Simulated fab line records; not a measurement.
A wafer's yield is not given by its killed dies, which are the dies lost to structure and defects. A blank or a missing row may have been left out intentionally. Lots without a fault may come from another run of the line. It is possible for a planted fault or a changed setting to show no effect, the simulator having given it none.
One fault seen from 2 desks || flow berkeleyCmos170 || each desk holds nothing but its own numbers, with what lay behind them at the end

THE TOOL OWNER'S DESK: plasmaAsher-01
The tool's own readings at UCB170_PVT_STRIP_08 (strips in O2): means of the sampled wafers that have a number, for each lot that ran on this tool. Marked OUT: a lot whose mean sits more than 4 standard deviations from the usual mean, which makes it out of limits; the brackets give that distance.
Columns: A = chamberPressureMTorr at UCB170_PVT_STRIP_08, usual 3500 mTorr; B = drypumpMotorCurrentA at UCB170_PVT_STRIP_08, usual 5.6 A; C = o2FlowSccm at UCB170_PVT_STRIP_08, usual 400.1 sccm; D = oesProductAu at UCB170_PVT_STRIP_08, usual 0.734 a.u.; E = stripTimeToEndpointS at UCB170_PVT_STRIP_08, usual 21.66 s
{"lot": "L765", "first seen here": "day 6 02:31", "A": 3501, "B": 5.9, "C": 399.4, "D": 0.735, "E": 21.69}
{"lot": "L766", "first seen here": "day 6 08:26", "A": 3500, "B": 5.8, "C": 400.4, "D": 0.737, "E": 21.62}
{"lot": "L769", "first seen here": "day 6 17:23", "A": 3502, "B": 6.2, "C": 399.7, "D": 0.732, "E": 21.69}
{"lot": "L770", "first seen here": "day 7 06:29", "A": 3498, "B": 5.9, "C": 400.2, "D": 0.731, "E": 21.61}
{"lot": "L773", "first seen here": "day 7 23:49", "A": 3500, "B": 5.9, "C": 398.9, "D": 0.733, "E": 21.70}
{"lot": "L779", "first seen here": "day 9 04:05", "A": 3501, "B": 5.5, "C": 399.5, "D": 0.732, "E": 21.59}
{"lot": "L780", "first seen here": "day 9 04:38", "A": 3500, "B": 5.8, "C": "480.1 (+62) OUT", "D": 0.748, "E": "21.11 (-8.6) OUT"}
{"lot": "L783", "first seen here": "day 9 19:55", "A": 3500, "B": 5.8, "C": "479.0 (+61) OUT", "D": 0.752, "E": "21.19 (-7.3) OUT"}
This desk finds L780, L783 out of limits, L780 being first, at day 9 04:38 (o2FlowSccm at UCB170_PVT_STRIP_08). L765, L766, L769, L770, L773, L779: within limits.

METROLOGY DESK
What the gauges read, lot by lot, whatever tool the lot ran on: means of the sampled wafers that have a number. Marked OUT: a lot whose mean sits more than 4 standard deviations from the usual mean, which makes it out of limits; the brackets give that distance.
Columns: A = PFIELD_OVL at UCB170_PFIELD_OVL_MEAS_06, usual 0 nm; B = cdNm at UCB170_M3_CD_MEAS_15, usual 699.9 nm; C = M3_OVL at UCB170_M3_OVL_MEAS_16, usual 1 nm
{"lot": "L765", "first seen here": "day 4 18:49", "A": -2, "B": 698.6, "C": -1}
{"lot": "L766", "first seen here": "day 5 00:42", "A": 0, "B": 699.6, "C": 3}
{"lot": "L767", "first seen here": "day 5 00:56", "A": 6, "B": 700.9, "C": 1}
{"lot": "L769", "first seen here": "day 5 12:40", "A": -1, "B": 699.0, "C": 2}
{"lot": "L771", "first seen here": "day 5 23:27", "A": 0, "B": 701.8, "C": 1}
{"lot": "L770", "first seen here": "day 5 23:52", "A": -4, "B": 699.7, "C": -2}
{"lot": "L772", "first seen here": "day 6 05:23", "A": 7, "B": 697.6, "C": -5}
{"lot": "L774", "first seen here": "day 6 12:49", "A": 3, "B": 700.5, "C": 0}
{"lot": "L773", "first seen here": "day 6 13:07", "A": -10, "B": 701.4, "C": -1}
{"lot": "L776", "first seen here": "day 7 00:52", "A": 1, "B": 698.6, "C": 1}
{"lot": "L775", "first seen here": "day 7 01:14", "A": 0, "B": 697.8, "C": -3}
{"lot": "L779", "first seen here": "day 7 13:37", "A": -3, "B": 700.1, "C": 2}
{"lot": "L780", "first seen here": "day 7 16:54", "A": -2, "B": 701.6, "C": -1}
{"lot": "L783", "first seen here": "day 8 11:01", "A": 1, "B": 700.8, "C": -7}
Result from this desk: across the 14 lots, nothing is out of limits.

TAKEN TOGETHER
The tool owner's desk had the chance to raise an alarm at day 9 04:38 on L780, L783.
The metrology desk saw nothing out of limits.
The metrology desk has L780, L783 on record, within its limits.
On plasmaAsher-01, each named lot ran UCB170_PVT_STRIP_08.

WHAT THE SIMULATOR HAD INSERTED
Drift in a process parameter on plasmaAsher-01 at UCB170_PVT_STRIP_08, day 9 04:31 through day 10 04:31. From 400, the setting o2FlowSccm moved by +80. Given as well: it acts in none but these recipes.
Shown lots that were struck: L780, L783.
Hours from the fault's start to each desk's first reading out of limits: the tool owner's desk, 0.
